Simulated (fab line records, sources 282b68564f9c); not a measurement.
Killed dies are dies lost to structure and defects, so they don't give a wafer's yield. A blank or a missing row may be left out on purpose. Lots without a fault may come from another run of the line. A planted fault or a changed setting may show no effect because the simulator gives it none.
Which tool did it? | flow rit_cmos | 14 lots, 42 wafers sampled, at 6 steps of a route of 202

WHAT THE GAUGES READ, wafer by wafer
RIT_ACTIVE_THK_MEAS_04.
lot  | measured    | on            | ACTIVE_NITRIDE_THK (nm)
L762 | day 1 14:16 | film_metro-04 | 149.6 148.6 149.1
L763 | day 1 20:07 | film_metro-02 | 148.6 148.8 149.3
L765 | day 2 07:20 | film_metro-02 | 152.1 150.5 151.2
L766 | day 2 09:32 | film_metro-04 | 150.0 150.7 150.2
L767 | day 2 15:38 | film_metro-02 | 150.8 153.8 151.8
L768 | day 2 20:36 | film_metro-02 | 204.1 204.2 204.7 204.2 204.5 204.8
L770 | day 3 07:33 | film_metro-04 | 202.9 204.2 204.6 203.1 204.4 204.4
L774 | day 4 01:36 | film_metro-03 | 146.7 147.2 149.1
L776 | day 4 12:14 | film_metro-02 | 149.5 148.3 147.7
L781 | day 5 12:32 | film_metro-04 | 149.2 148.0 149.2
L782 | day 5 18:59 | film_metro-02 | 150.6 149.8 150.7
L783 | day 5 22:45 | film_metro-02 | 148.8 149.2 150.0
L784 | day 6 03:44 | film_metro-03 | 151.8 150.8 150.6
L785 | day 6 08:33 | film_metro-03 | 150.5 150.7 150.7

RIT_GATE_THK_MEAS_09.
lot  | measured    | on            | GATE_POLY_THK (nm)
L762 | day 2 13:32 | film_metro-04 | 248.8 247.9 250.0
L763 | day 2 18:27 | film_metro-04 | 251.1 251.7 251.7
L765 | day 3 05:27 | film_metro-04 | 247.6 247.3 248.3
L766 | day 3 08:23 | film_metro-04 | 243.7 245.4 247.1
L767 | day 3 13:19 | film_metro-04 | 246.6 248.0 247.3
L768 | day 4 08:13 | film_metro-02 | 250.8 249.9
L770 | day 4 18:15 | film_metro-02 | 252.2 252.1 251.5
L774 | day 5 00:08 | film_metro-02 | 250.0 249.1 249.1
L776 | day 5 10:14 | film_metro-04 | 248.7 249.7 249.0
L781 | day 6 10:43 | film_metro-02 | 249.2 250.2 250.6
L782 | day 6 17:47 | film_metro-04 | 249.2 246.9 248.7
L783 | day 6 21:57 | film_metro-01 | 250.2 249.7 250.0
L784 | day 7 05:18 | film_metro-01 | 249.7 250.8 250.1
L785 | day 7 06:53 | film_metro-02 | 252.3 250.1 250.5

RIT_PLDD_OVL_MEAS_06.
lot  | measured    | on         | PLDD_OVL (nm)
L762 | day 2 20:33 | overlay-01 | 0.8 0.6 0.3
L763 | day 3 01:37 | overlay-02 | 2.0 3.9 1.5
L765 | day 3 12:19 | overlay-01 | 0.3 0.6 3.1
L766 | day 3 15:26 | overlay-02 | -0.7 -0.4 0.1
L767 | day 3 20:45 | overlay-01 | -1.2 -0.5 1.1
L768 | day 4 16:36 | overlay-02 | 2.1 2.1
L770 | day 5 02:41 | overlay-01 | 1.8 2.5 -0.2
L774 | day 5 07:18 | overlay-02 | 2.7 3.0 1.1
L776 | day 5 17:22 | overlay-01 | 2.5 2.4 3.8
L781 | day 6 17:43 | overlay-02 | -1.3 1.4 -0.3
L782 | day 7 00:58 | overlay-01 | 0.4 1.0 -1.1
L783 | day 7 05:02 | overlay-01 | 0.0 -0.5 0.4
L784 | day 7 13:44 | overlay-02 | 1.0 2.5 0.4
L785 | day 7 14:17 | overlay-01 | 2.1 2.1 2.3

RIT_CONTACT_CD_MEAS_90: target cd 1000 nm.
lot  | measured    | on        | cd_nm (nm)
L762 | day 3 05:59 | cd_sem-01 | 1000.3 999.1 1001.7
L763 | day 3 11:48 | cd_sem-02 | 997.6 998.1 996.3
L765 | day 3 22:48 | cd_sem-02 | 1000.6 1001.4 1001.4
L766 | day 4 00:50 | cd_sem-01 | 1002.4 1001.9 1000.2
L767 | day 4 07:10 | cd_sem-01 | 1000.1 996.2 998.7
L768 | day 5 02:21 | cd_sem-02 | 1001.8 999.1
L770 | day 5 11:55 | cd_sem-02 | 1001.9 998.3 999.7
L774 | day 5 17:37 | cd_sem-01 | 997.9 998.0 996.8
L776 | day 6 05:19 | cd_sem-01 | 1000.3 998.9 1000.2
L781 | day 7 03:58 | cd_sem-01 | 998.3 1000.1 999.6
L782 | day 7 10:29 | cd_sem-02 | 999.2 1001.2 1001.3
L783 | day 7 15:37 | cd_sem-02 | 998.3 999.8 1001.6
L784 | day 7 23:47 | cd_sem-01 | 998.8 999.4 998.4
L785 | day 8 02:23 | cd_sem-01 | 1000.0 1002.2 1000.6

WHICH TOOL RAN EACH LOT (tool, then ch and the chambers of the sampled wafers, then the start)
lot  | RIT_ACTIVE_CVD_03          | RIT_ACTIVE_ETCH_13
L762 | lpcvd-02 ch 1, day 1 12:07 | rie_diel-01 ch 0,3, day 1 15:28
L763 | lpcvd-02 ch 0, day 1 17:59 | rie_diel-02 ch 0,2, day 1 21:17
L765 | lpcvd-02 ch 0, day 2 05:13 | rie_diel-01 ch 1,2, day 2 08:40
L766 | lpcvd-01 ch 1, day 2 08:07 | rie_diel-03 ch 1,3, day 2 10:43
L767 | lpcvd-02 ch 1, day 2 13:31 | rie_diel-03 ch 0,2,3, day 2 16:53
L768 | lpcvd-02 ch 1, day 2 18:27 | rie_diel-02 ch 2,3, day 3 02:54
L770 | lpcvd-02 ch 0, day 3 05:26 | rie_diel-01 ch 2,3, day 3 18:04
L774 | lpcvd-01 ch 1, day 4 00:10 | rie_diel-01 ch 1,2, day 4 02:46
L776 | lpcvd-01 ch 0, day 4 10:07 | rie_diel-03 ch 2,3, day 4 13:31
L781 | lpcvd-01 ch 0, day 5 11:07 | rie_diel-03 ch 2,3, day 5 13:45
L782 | lpcvd-01 ch 0, day 5 17:34 | rie_diel-03 ch 1,2,3, day 5 20:17
L783 | lpcvd-01 ch 0, day 5 21:18 | rie_diel-02 ch 1,2,3, day 6 00:06
L784 | lpcvd-01 ch 1, day 6 02:19 | rie_diel-01 ch 1,2,3, day 6 05:02
L785 | lpcvd-01 ch 1, day 6 07:07 | rie_diel-03 ch 1,2,3, day 6 09:50
- RIT_ACTIVE_CVD_03: deposits Si3N4 from SiH2Cl2/NH3, target thk 150 nm, time 1500 s.
- RIT_ACTIVE_ETCH_13: etches Si3N4 in SF6, stops on SiO2, time 210 s, target depth 210 nm.

WHAT THE TOOLS THEMSELVES READ (means of the sampled wafers that have a number; where no wafer has one, the mark that the record gives instead)
RIT_ACTIVE_CVD_03.
lot  | tool     | nh3_flow_sccm (sccm) | spike_tc_load_C (C) | zone_power_centre_pct (%) | zone_power_load_pct (%)
L762 | lpcvd-02 | 149.8                | 829.3               | 34.0                      | 23.1
L763 | lpcvd-02 | 150.1                | 833.3               | 38.7                      | 19.6
L765 | lpcvd-02 | 150.4                | 834.1               | 39.1                      | 19.5
L766 | lpcvd-01 | 150.6                | 832.2               | 39.1                      | 20.7
L767 | lpcvd-02 | 149.6                | 829.4               | 33.9                      | 22.7
L768 | lpcvd-02 | 150.0                | 829.2               | 34.3                      | 22.7
L770 | lpcvd-02 | 149.9                | 833.8               | 38.9                      | 19.5
L774 | lpcvd-01 | 150.3                | 831.9               | 38.9                      | 20.7
L776 | lpcvd-01 | 150.4                | 835.4               | 37.3                      | 22.4
L781 | lpcvd-01 | 149.8                | 835.0               | 37.4                      | 23.0
L782 | lpcvd-01 | 149.6                | 835.6               | 37.3                      | 22.6
L783 | lpcvd-01 | 150.3                | 835.1               | 37.2                      | 22.7
L784 | lpcvd-01 | 149.6                | 832.0               | 40.0                      | 20.7
L785 | lpcvd-01 | 149.7                | 832.8               | 39.4                      | 20.5

RIT_ACTIVE_ETCH_13.
lot  | tool        | SF6_flow_sccm (sccm) | drypump_motor_current_A (A) | oes_product_au (a.u.) | throttle_valve_pct (%)
L762 | rie_diel-01 | 200.1                | 5.9                         | 0.818                 | 7.75
L763 | rie_diel-02 | 199.7                | 6.0                         | 0.820                 | 7.50
L765 | rie_diel-01 | 200.0                | 5.5                         | 0.828                 | 7.52
L766 | rie_diel-03 | 200.2                | 5.9                         | 0.811                 | 7.60
L767 | rie_diel-03 | 199.7                | 5.6                         | 0.830                 | 7.61
L768 | rie_diel-02 | 200.2                | 5.9                         | 0.990                 | 7.54
L770 | rie_diel-01 | 200.5                | 5.6                         | 0.983                 | 7.72
L774 | rie_diel-01 | 200.0                | 5.4                         | 0.822                 | 7.47
L776 | rie_diel-03 | 200.5                | 5.8                         | 0.804                 | 7.59
L781 | rie_diel-03 | 199.6                | 5.8                         | 0.805                 | 7.60
L782 | rie_diel-03 | 199.8                | 5.8                         | 0.818                 | 7.63
L783 | rie_diel-02 | 199.9                | 5.9                         | 0.818                 | 7.60
L784 | rie_diel-01 | 200.2                | 5.5                         | 0.831                 | 7.59
L785 | rie_diel-03 | 200.0                | 5.8                         | 0.813                 | 7.62

THE ANSWER, worked out from the rows above alone
Rule: what is usual is taken from the lots themselves. Put in order of their means at a reading, lots are off if they are a third of the lots or fewer, leave a main group of 4 or more, and stand apart from it by a gap of 3 or more times the standard deviation of the main group's means; of several such gaps the widest counts. A main group whose means are all the same, to the digits that the tables above print for the reading, isn't used. A lot without any number at a reading at which 4 lots or more have one is off too. The other lots that the step has rows for count as sound. The gauges are gone through in route order, then the tools' own readings, and for those a lot's mean is taken as printed above. The first step at which some lot is off is used, and at that step the reading that is off furthest; a lot without a number counts as furthest.
Off: L768, L770, at RIT_ACTIVE_THK_MEAS_04 (ACTIVE_NITRIDE_THK). The main group: mean 149.8 nm, standard deviation 1.3.
A tool fits if, at a process step before that reading, it ran every lot that is off, and no sound lot after the first of them. The gauges at RIT_ACTIVE_THK_MEAS_04 aren't tried: what is off there is off at RIT_ACTIVE_ETCH_13 too, on other tools, and a gauge's error can't cause that. One fits: lpcvd-02 at RIT_ACTIVE_CVD_03. Its last sound lot is L767 (day 2 13:31), its first lot that is off L768 (day 2 18:27): a fault that began between those two fits.

WHAT THE SIMULATOR HAD PUT IN
Process parameter drift: lpcvd-02, from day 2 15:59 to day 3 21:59, at RIT_ACTIVE_CVD_03. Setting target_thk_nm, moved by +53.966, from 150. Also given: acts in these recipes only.
Lots struck among those shown: L768, L770. The rule above found the same.
